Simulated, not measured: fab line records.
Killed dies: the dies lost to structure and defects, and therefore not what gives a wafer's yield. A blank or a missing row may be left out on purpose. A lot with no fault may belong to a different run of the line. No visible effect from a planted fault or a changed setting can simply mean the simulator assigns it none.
Which of the tools did it? / flow rit cmos / 14 lots, 42 wafers sampled, at 2 steps of a route of 202

== WHAT EACH GAUGE READ, for each wafer ==
RIT_SPACER_THK_MEAS_04.
lot=L394; measured=day 3 00:49; on=film metro-03; SPACER_NITRIDE_THK (nm)=249.1 247.9 250.3
lot=L395; measured=day 3 08:50; on=film metro-01; SPACER_NITRIDE_THK (nm)=252.2 251.5 251.3
lot=L396; measured=day 3 14:10; on=film metro-03; SPACER_NITRIDE_THK (nm)=249.5 247.5 248.8
lot=L397; measured=day 3 20:56; on=film metro-01; SPACER_NITRIDE_THK (nm)=249.4 248.7 249.8
lot=L399; measured=day 4 06:17; on=film metro-04; SPACER_NITRIDE_THK (nm)=250.2 250.8 251.2
lot=L400; measured=day 4 09:30; on=film metro-03; SPACER_NITRIDE_THK (nm)=249.7 250.0 247.1
lot=L401; measured=day 4 14:43; on=film metro-01; SPACER_NITRIDE_THK (nm)=249.5 249.7 249.7
lot=L403; measured=day 5 00:48; on=film metro-03; SPACER_NITRIDE_THK (nm)=248.1 247.3 250.4
lot=L404; measured=day 5 06:43; on=film metro-01; SPACER_NITRIDE_THK (nm)=247.7 246.7 249.1
lot=L407; measured=day 5 17:13; on=film metro-03; SPACER_NITRIDE_THK (nm)=249.9 252.5 252.5
lot=L408; measured=day 6 02:44; on=film metro-04; SPACER_NITRIDE_THK (nm)=250.9 251.5 251.3
lot=L409; measured=day 6 06:25; on=film metro-03; SPACER_NITRIDE_THK (nm)=251.9 253.1 251.0
lot=L410; measured=day 6 08:08; on=film metro-01; SPACER_NITRIDE_THK (nm)=280.6 282.3 286.3
lot=L411; measured=day 6 16:07; on=film metro-01; SPACER_NITRIDE_THK (nm)=260.4 265.2 282.7

== TOOL THAT RAN EACH LOT (tool first, then ch and the chambers of the sampled wafers, then the start) ==
lot=L394; RIT_SPACER_CVD_03=lpcvd-02 ch 0, day 2 22:53
lot=L395; RIT_SPACER_CVD_03=lpcvd-02 ch 0, day 3 06:55
lot=L396; RIT_SPACER_CVD_03=lpcvd-01 ch 0, day 3 12:14
lot=L397; RIT_SPACER_CVD_03=lpcvd-02 ch 0, day 3 19:01
lot=L399; RIT_SPACER_CVD_03=lpcvd-02 ch 1, day 4 04:23
lot=L400; RIT_SPACER_CVD_03=lpcvd-02 ch 0, day 4 07:35
lot=L401; RIT_SPACER_CVD_03=lpcvd-02 ch 1, day 4 12:47
lot=L403; RIT_SPACER_CVD_03=lpcvd-02 ch 0, day 4 22:53
lot=L404; RIT_SPACER_CVD_03=lpcvd-02 ch 0, day 5 03:49
lot=L407; RIT_SPACER_CVD_03=lpcvd-02 ch 1, day 5 15:17
lot=L408; RIT_SPACER_CVD_03=lpcvd-01 ch 1, day 6 00:48
lot=L409; RIT_SPACER_CVD_03=lpcvd-02 ch 0, day 6 04:29
lot=L410; RIT_SPACER_CVD_03=lpcvd-01 ch 0, day 6 06:13
lot=L411; RIT_SPACER_CVD_03=lpcvd-01 ch 0, day 6 14:11
- RIT_SPACER_CVD_03: deposits Si3N4 from SiH2Cl2/NH3, target thk 250 nm, time 3300 s.

== WHAT THE TOOLS THEMSELVES READ (means of the sampled wafers that have a number; where no wafer has one, the mark that the record gives instead) ==
RIT_SPACER_CVD_03.
lot=L394; tool=lpcvd-02; spike tc centre C (C)=814.0; spike tc source C (C)=832.5; susceptor temp C (C)=809.9
lot=L395; tool=lpcvd-02; spike tc centre C (C)=813.8; spike tc source C (C)=833.0; susceptor temp C (C)=809.3
lot=L396; tool=lpcvd-01; spike tc centre C (C)=812.5; spike tc source C (C)=831.6; susceptor temp C (C)=809.9
lot=L397; tool=lpcvd-02; spike tc centre C (C)=812.6; spike tc source C (C)=833.3; susceptor temp C (C)=810.0
lot=L399; tool=lpcvd-02; spike tc centre C (C)=811.8; spike tc source C (C)=833.3; susceptor temp C (C)=810.2
lot=L400; tool=lpcvd-02; spike tc centre C (C)=813.8; spike tc source C (C)=832.1; susceptor temp C (C)=809.4
lot=L401; tool=lpcvd-02; spike tc centre C (C)=811.9; spike tc source C (C)=833.4; susceptor temp C (C)=809.3
lot=L403; tool=lpcvd-02; spike tc centre C (C)=814.4; spike tc source C (C)=833.8; susceptor temp C (C)=810.1
lot=L404; tool=lpcvd-02; spike tc centre C (C)=812.8; spike tc source C (C)=832.9; susceptor temp C (C)=810.2
lot=L407; tool=lpcvd-02; spike tc centre C (C)=810.4; spike tc source C (C)=833.9; susceptor temp C (C)=809.9
lot=L408; tool=lpcvd-01; spike tc centre C (C)=812.4; spike tc source C (C)=834.3; susceptor temp C (C)=809.8
lot=L409; tool=lpcvd-02; spike tc centre C (C)=814.3; spike tc source C (C)=832.9; susceptor temp C (C)=810.5
lot=L410; tool=lpcvd-01; spike tc centre C (C)=824.7; spike tc source C (C)=832.1; susceptor temp C (C)=809.9
lot=L411; tool=lpcvd-01; spike tc centre C (C)=824.8; spike tc source C (C)=832.0; susceptor temp C (C)=809.6

== THE ANSWER, worked out from the rows above alone ==
Rule: the lots themselves supply what counts as usual. Put in order of their means at a reading, lots are off if they are a third of the lots or fewer, leave a main group of 4 or more, and stand apart from it by a gap of 3 or more times the standard deviation of the main group's means; of several such gaps the widest counts. Not used: any main group whose means are identical at the precision the tables above print for the reading. Also off: a lot with no number at a reading for which 4 or more lots have one. All remaining lots with rows at the step are treated as sound. The gauges are gone through in route order, then the tools' own readings, and for those a lot's mean is taken as printed above. The first step at which some lot is off is used, and at that step the reading that is off furthest; a lot without a number counts as furthest.
Off: L410, L411, seen at RIT_SPACER_THK_MEAS_04 (SPACER_NITRIDE_THK). The main group has a mean of 249.9 nm with a standard deviation of 1.4.
A tool fits if, at a process step before that reading, it ran every lot that is off, and no sound lot after the first of them. Not tried: the gauges at RIT_SPACER_THK_MEAS_04; whatever is off there is also off at RIT_SPACER_CVD_03, on other tools, and gauge error can't account for it. One fits: RIT_SPACER_CVD_03 on lpcvd-01. Its last sound lot is L408 (day 6 00:48), its first lot that is off L410 (day 6 06:13): a fault that began between those two fits.
On the lots that are off, the tool's own readings at RIT_SPACER_CVD_03 differ by more than 5 times the standard deviation of the sound lots' means, which bears it out; spike tc centre C reads 824.8 C there versus 812.9 C on the sound lots.

== WHAT THE SIMULATOR HAD PUT IN ==
lpcvd-01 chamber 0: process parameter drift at RIT_SPACER_CVD_03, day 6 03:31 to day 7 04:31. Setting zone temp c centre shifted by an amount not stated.
Struck lots among those shown: L410, L411. Same finding as the rule above.
